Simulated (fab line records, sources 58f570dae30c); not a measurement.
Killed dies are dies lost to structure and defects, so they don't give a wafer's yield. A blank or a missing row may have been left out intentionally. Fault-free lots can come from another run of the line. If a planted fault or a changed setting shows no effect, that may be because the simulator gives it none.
Which tool is to blame?	flow berkeley cmos170	Sampling: 14 lots, 42 wafers, 3 of 331 route steps

WHAT EACH GAUGE READ, for each wafer
UCB170_PFIELD_TW_MEAS_09. Usual: PFIELD_TW typically reads 599, with standard deviation 3.1.
lot	measured	on	PFIELD_TW	flag
L520	day 5 12:29	film metro-01	600 598 597	
L519	day 5 12:19	film metro-03	598 599 597	
L518	day 5 12:34	film metro-02	596 594 595	
L523	day 6 11:35	film metro-02	598 597 597	
L524	day 6 16:56	film metro-01	592 592 593	
L528	day 7 04:19	film metro-01	601 598 602	
L527	day 7 04:35	film metro-03	30 30 30 30 30 30	OFF
L532	day 7 14:32	film metro-02	30 30 30 30 30 30	OFF
L530	day 7 14:47	film metro-01	599 600 598	
L531	day 7 15:02	film metro-01	601 599 602	
L539	day 9 10:56	film metro-02	594 596 594	
L538	day 9 11:07	film metro-03	607 604 605	
L537	day 9 11:28	film metro-01	598 597 601	
L541	day 10 06:42	film metro-03	601 603 600	

WHICH TOOL RAN EACH LOT (tool, then ch and the chambers of the sampled wafers, then the start)
lot	UCB170_ACTIVE_STRIP_16	UCB170_PFIELD_STRIP_08
L520	plasma asher-04 ch 0,1, day 5 09:17	plasma asher-04 ch 0,1, day 5 12:22
L519	plasma asher-02 ch 0,1, day 5 09:23	plasma asher-03 ch 0,1, day 5 12:12
L518	plasma asher-02 ch 0, day 5 09:52	plasma asher-03 ch 0,1, day 5 12:28
L523	plasma asher-02 ch 1, day 6 09:20	plasma asher-03 ch 0,1, day 6 11:28
L524	plasma asher-01 ch 1, day 6 14:47	plasma asher-02 ch 1, day 6 16:50
L528	plasma asher-04 ch 1, day 7 00:37	plasma asher-03 ch 0,1, day 7 04:13
L527	plasma asher-01 ch 0,1, day 7 00:41	plasma asher-04 ch 0,1, day 7 04:29
L532	plasma asher-02 ch 0,1, day 7 12:05	plasma asher-02 ch 0,1, day 7 14:26
L530	plasma asher-01 ch 0, day 7 12:23	plasma asher-04 ch 0,1, day 7 14:41
L531	plasma asher-02 ch 0,1, day 7 12:40	plasma asher-02 ch 0,1, day 7 14:55
L539	plasma asher-02 ch 0,1, day 9 08:59	plasma asher-03 ch 0,1, day 9 10:49
L538	plasma asher-01 ch 0, day 9 09:14	plasma asher-02 ch 0,1, day 9 11:01
L537	plasma asher-01 ch 0,1, day 9 09:37	plasma asher-03 ch 0,1, day 9 11:22
L541	plasma asher-02 ch 0, day 10 03:50	plasma asher-02 ch 1, day 10 06:36
- UCB170_ACTIVE_STRIP_16: strips in O2.
- UCB170_PFIELD_STRIP_08: strips in O2.

WHAT THE TOOLS THEMSELVES READ (means of the sampled wafers that have a number; where no wafer has one, the mark that the record gives instead)
UCB170_ACTIVE_STRIP_16. Usual: chamber pressure mTorr 3500 mTorr, standard deviation 3.1; drypump motor current A 6.0 A, standard deviation 0.49; oes product au 0.721 a.u., standard deviation 0.0045; strip time to endpoint s 18.11 s, standard deviation 0.091.
lot	tool	chamber pressure mTorr (mTorr)	drypump motor current A (A)	oes product au (a.u.)	strip time to endpoint s (s)	flag
L520	plasma asher-04	3497	5.9	0.721	18.10	
L519	plasma asher-02	3502	5.6	0.725	18.05	
L518	plasma asher-02	3498	6.5	0.719	18.03	
L523	plasma asher-02	3498	5.2	0.723	18.11	
L524	plasma asher-01	3500	6.6	0.722	18.08	
L528	plasma asher-04	3502	5.9	0.723	18.09	
L527	plasma asher-01	-	-	-	-	OFF
L532	plasma asher-02	-	-	-	-	OFF
L530	plasma asher-01	3500	6.5	0.719	18.19	
L531	plasma asher-02	3502	5.6	0.721	18.19	
L539	plasma asher-02	3501	6.0	0.722	18.08	
L538	plasma asher-01	3499	6.5	0.719	18.07	
L537	plasma asher-01	3497	6.5	0.722	18.15	
L541	plasma asher-02	3499	6.5	0.720	18.15	

UCB170_PFIELD_STRIP_08. Usual: chamber pressure mTorr 3500 mTorr, standard deviation 3.1; drypump motor current A 5.6 A, standard deviation 0.41; oes product au 0.734 a.u., standard deviation 0.0045; strip time to endpoint s 21.62 s, standard deviation 0.065.
lot	tool	chamber pressure mTorr (mTorr)	drypump motor current A (A)	oes product au (a.u.)	strip time to endpoint s (s)	flag
L520	plasma asher-04	3501	5.9	0.729	21.62	
L519	plasma asher-03	3497	5.3	0.733	21.62	
L518	plasma asher-03	3501	5.3	0.738	21.72	
L523	plasma asher-03	3499	5.4	0.737	21.65	
L524	plasma asher-02	3500	5.2	0.729	21.58	
L528	plasma asher-03	3497	5.3	0.739	21.63	
L527	plasma asher-04	3496	5.9	0.737	43.04	OFF
L532	plasma asher-02	3499	6.1	0.736	43.00	OFF
L530	plasma asher-04	3503	5.9	0.736	21.56	
L531	plasma asher-02	3504	6.1	0.731	21.65	
L539	plasma asher-03	3499	5.4	0.733	21.56	
L538	plasma asher-02	3503	6.0	0.733	21.48	
L537	plasma asher-03	3501	5.4	0.736	21.56	
L541	plasma asher-02	3504	5.2	0.732	21.55	

THE ANSWER, worked out from the rows above alone
Rule: lot off if the mean of its wafers having a number is beyond 3 standard deviations from the usual mean. Also off: a lot with no number at a reading for which 4 or more lots have one. Any other lot the step has rows for is counted as sound. After the gauges, taken in route order, come the tools' own readings; for these a lot's mean is taken, as printed above. At the first step where some lot is off, the reading lying furthest off is the one used; lots without a number count as furthest.
Off: at UCB170_PFIELD_TW_MEAS_09 (PFIELD_TW), L527, L532.
If a tool, at a process step before that reading, ran all the lots that are off and no sound lot after the first of them, it fits. Not tried: the gauges at UCB170_PFIELD_TW_MEAS_09; whatever is off there is also off at UCB170_ACTIVE_STRIP_16, on other tools, and gauge error can't account for it. None of those tried fits.

WHAT THE SIMULATOR HAD INSERTED
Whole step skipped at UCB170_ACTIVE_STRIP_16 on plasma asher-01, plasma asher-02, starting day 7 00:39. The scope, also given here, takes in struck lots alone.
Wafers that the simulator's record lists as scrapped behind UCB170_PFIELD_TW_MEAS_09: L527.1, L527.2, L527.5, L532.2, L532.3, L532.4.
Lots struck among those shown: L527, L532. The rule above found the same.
